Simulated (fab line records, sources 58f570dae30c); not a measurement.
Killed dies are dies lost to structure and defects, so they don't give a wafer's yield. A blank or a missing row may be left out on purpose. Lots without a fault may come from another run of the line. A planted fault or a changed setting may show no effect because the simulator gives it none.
One fault seen from 2 desks | flow berkeley_cmos170 | each desk has only its own numbers; what lay behind them comes last

THE METROLOGY DESK
What the gauges read, lot by lot, whatever tool the lot ran on: means of the sampled wafers that have a number. A lot is out of limits, marked OUT, if its mean lies more than 4 standard deviations from the usual mean; the brackets give that distance.
Columns: A = PLDD_TW at UCB170_PLDD_TW_MEAS_11, usual 1013; B = SPACER_TEOS_THK at UCB170_SPACER_THK_MEAS_01, usual 376 nm; C = cd_nm at UCB170_PSD_CD_MEAS_06, usual 1200.4 nm; D = PSD_TW at UCB170_PSD_TW_MEAS_10, usual 2334
lot  | first seen here | A    | B   | C                | D
L882 | day 7 05:53     | 1015 | 380 | 1201.3           | 2346
L884 | day 7 17:34     | 1017 | 381 | 1199.6           | 2319
L885 | day 8 06:45     | 1022 | 374 | 1200.6           | 2316
L886 | day 8 07:24     | 1017 | 379 | 1200.1           | 2357
L888 | day 8 21:03     | 1022 | 382 | 1201.3           | 2355
L891 | day 9 05:07     | 1021 | 378 | 1200.3           | 2335
L890 | day 9 05:14     | 1004 | 376 | 1200.4           | 2351
L892 | day 10 02:10    | 1015 | 371 | 1199.7           | 2334
L893 | day 10 02:26    | 1007 | 380 | 1199.6           | 2336
L897 | day 10 08:24    | 1008 | 376 | 1201.0           | 2321
L894 | day 10 08:40    | 1016 | 376 | 1091.3 (-78) OUT | 2323
L896 | day 10 08:58    | 1008 | 375 | 1096.7 (-74) OUT | 2328
L905 | day 12 00:53    | 1013 | 373 | 1198.7           | 2340
L904 | day 12 01:11    | 1013 | 373 | 1199.4           | 2339
This desk's finding: out of limits on L894, L896; first on L894, day 10 16:29 (cd_nm at UCB170_PSD_CD_MEAS_06). In limits: L882, L884, L885, L886, L888, L891, L890, L892, L893, L897, L905, L904.

THE TOOL OWNER'S DESK: litho_track-04
The tool's own readings at UCB170_PSD_PEB_04: means of the sampled wafers that have a number, for each lot that ran on this tool. A lot is out of limits, marked OUT, if its mean lies more than 4 standard deviations from the usual mean; the brackets give that distance.
Columns: A = heater_power_total_W at UCB170_PSD_PEB_04, usual 56.81 W; B = plate_temp_C at UCB170_PSD_PEB_04, usual 130.00 C
lot  | first seen here | A                       | B
L885 | day 8 15:44     | 56.82                   | 130.07
L891 | day 9 14:40     | 56.77                   | 129.84
L892 | day 10 12:28    | 56.80                   | 129.99
L894 | day 10 16:13    | 50.93 (-99 or more) OUT | 119.67 (-79) OUT
L896 | day 10 16:30    | 50.93 (-99 or more) OUT | 119.66 (-80) OUT
This desk's finding: out of limits on L894, L896; first on L894, day 10 16:13 (heater_power_total_W at UCB170_PSD_PEB_04). In limits: L885, L891, L892.

PUT TOGETHER
The tool owner's desk could have raised an alarm at day 10 16:13, on L894, L896.
The metrology desk could have raised an alarm at day 10 16:29, on L894, L896.
Of the lots named, all ran UCB170_PSD_PEB_04 on litho_track-04.

WHAT THE SIMULATOR HAD PUT IN
Process parameter drift: litho_track-04, from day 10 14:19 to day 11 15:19, at UCB170_PSD_PEB_04. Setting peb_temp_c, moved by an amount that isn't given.
Lots struck among those shown: L894, L896.
Hours from the fault's start to each desk's first reading out of limits: the tool owner's desk, 2; the metrology desk, 2.
